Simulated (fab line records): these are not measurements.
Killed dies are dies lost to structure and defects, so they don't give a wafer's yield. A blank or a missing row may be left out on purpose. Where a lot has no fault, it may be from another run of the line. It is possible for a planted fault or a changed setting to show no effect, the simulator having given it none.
Tool commonality check :: flow rit-cmos :: Lots sampled 12, wafers sampled 36

REASON FOR OPENING
RIT_ACTIVE_THK_MEAS_04, reading ACTIVE_NITRIDE_THK: flagged on 2 of 12 lots. Wafers without a fault read 149.3 nm, standard deviation 1.6.
Rule: flag the lot when none of its wafers has a number, or when each of its wafers that has one lies beyond 4 standard deviations from that mean. All remaining lots are regarded as sound.

lot: L924
measured: day 1 13:32
on: film-metro-03
ACTIVE_NITRIDE_THK (nm), wafer by wafer: 151.4 152.3 152.2
flag: 

lot: L925
measured: day 1 20:02
on: film-metro-03
ACTIVE_NITRIDE_THK (nm), wafer by wafer: 151.0 150.9 151.1
flag: 

lot: L926
measured: day 2 00:10
on: film-metro-03
ACTIVE_NITRIDE_THK (nm), wafer by wafer: 147.6 148.0 147.5
flag: 

lot: L927
measured: day 2 04:57
on: film-metro-01
ACTIVE_NITRIDE_THK (nm), wafer by wafer: 148.9 148.6 149.1
flag: 

lot: L928
measured: day 2 10:32
on: film-metro-01
ACTIVE_NITRIDE_THK (nm), wafer by wafer: 150.2 151.7 150.4
flag: 

lot: L929
measured: day 2 14:32
on: film-metro-01
ACTIVE_NITRIDE_THK (nm), wafer by wafer: 150.8 152.0 151.9
flag: 

lot: L930
measured: day 2 20:48
on: film-metro-03
ACTIVE_NITRIDE_THK (nm), wafer by wafer: 150.1 149.7 148.6
flag: 

lot: L933
measured: day 3 11:16
on: film-metro-02
ACTIVE_NITRIDE_THK (nm), wafer by wafer: 114.3 115.4 116.2
flag: FLAGGED

lot: L937
measured: day 4 08:44
on: film-metro-01
ACTIVE_NITRIDE_THK (nm), wafer by wafer: 115.2 115.6 115.5
flag: FLAGGED

lot: L940
measured: day 4 21:43
on: film-metro-03
ACTIVE_NITRIDE_THK (nm), wafer by wafer: 149.7 149.2 149.0
flag: 

lot: L945
measured: day 5 23:25
on: film-metro-02
ACTIVE_NITRIDE_THK (nm), wafer by wafer: 151.2 152.2 151.4
flag: 

lot: L947
measured: day 6 09:19
on: film-metro-03
ACTIVE_NITRIDE_THK (nm), wafer by wafer: 152.3 151.5 152.5
flag: 
The mean of the flagged lots' numbers is 115.4 nm, -33.9 nm from the usual (-21 standard deviations).

WHICH TOOL EACH LOT WENT THROUGH
The record keeps 1 process step preceding the reading, out of 202 steps on the route. Every cell lists first the tool, next ch and the chambers used by the sampled wafers, and last the start.
lot: L924
flag: 
RIT_ACTIVE_CVD_03: lpcvd-02 ch 0, day 1 12:07

lot: L925
flag: 
RIT_ACTIVE_CVD_03: lpcvd-01 ch 1, day 1 18:36

lot: L926
flag: 
RIT_ACTIVE_CVD_03: lpcvd-02 ch 1, day 1 22:44

lot: L927
flag: 
RIT_ACTIVE_CVD_03: lpcvd-02 ch 1, day 2 03:31

lot: L928
flag: 
RIT_ACTIVE_CVD_03: lpcvd-01 ch 0, day 2 09:05

lot: L929
flag: 
RIT_ACTIVE_CVD_03: lpcvd-01 ch 1, day 2 13:07

lot: L930
flag: 
RIT_ACTIVE_CVD_03: lpcvd-01 ch 1, day 2 19:23

lot: L933
flag: FLAGGED
RIT_ACTIVE_CVD_03: lpcvd-02 ch 1, day 3 09:50

lot: L937
flag: FLAGGED
RIT_ACTIVE_CVD_03: lpcvd-02 ch 0, day 4 07:19

lot: L940
flag: 
RIT_ACTIVE_CVD_03: lpcvd-01 ch 1, day 4 20:17

lot: L945
flag: 
RIT_ACTIVE_CVD_03: lpcvd-01 ch 1, day 5 21:59

lot: L947
flag: 
RIT_ACTIVE_CVD_03: lpcvd-01 ch 0, day 6 07:52
What the steps here do:
- RIT_ACTIVE_CVD_03: deposits Si3N4 from SiH2Cl2/NH3, target thk 150 nm, time 1500 s.
- RIT_ACTIVE_THK_MEAS_04

FLAGGED OVER TOTAL, TOOL BY TOOL (the gauges that took the reading come last)
step: RIT_ACTIVE_CVD_03
tool: lpcvd-01
lots run: 7
flagged: 0
share of the flagged lots: none
sound lots run after its first flagged lot: -

step: RIT_ACTIVE_CVD_03
tool: lpcvd-02
lots run: 5
flagged: 2
share of the flagged lots: all
sound lots run after its first flagged lot: 0

step: RIT_ACTIVE_THK_MEAS_04
tool: film-metro-01
lots run: 4
flagged: 1
share of the flagged lots: some
sound lots run after its first flagged lot: 0

step: RIT_ACTIVE_THK_MEAS_04
tool: film-metro-02
lots run: 2
flagged: 1
share of the flagged lots: some
sound lots run after its first flagged lot: 1 (L945)

step: RIT_ACTIVE_THK_MEAS_04
tool: film-metro-03
lots run: 6
flagged: 0
share of the flagged lots: none
sound lots run after its first flagged lot: -

WHAT THE TABLE PERMITS
In the table, 1 row covers all flagged lots: lpcvd-02 at RIT_ACTIVE_CVD_03.
- lpcvd-02 at RIT_ACTIVE_CVD_03 ran 5 lots, 2 of them flagged. Its last sound lot is L927 (day 2 03:31), its first flagged lot L933 (day 3 09:50): a fault that began between those two fits.
lpcvd-02 at RIT_ACTIVE_CVD_03 is the single tool remaining.

WHAT THE SIMULATOR PUT IN
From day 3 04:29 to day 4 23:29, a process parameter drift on lpcvd-02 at RIT_ACTIVE_CVD_03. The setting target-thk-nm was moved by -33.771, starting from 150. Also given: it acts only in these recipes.
Shown lots that were struck: L933, L937. Same finding as the rule above.
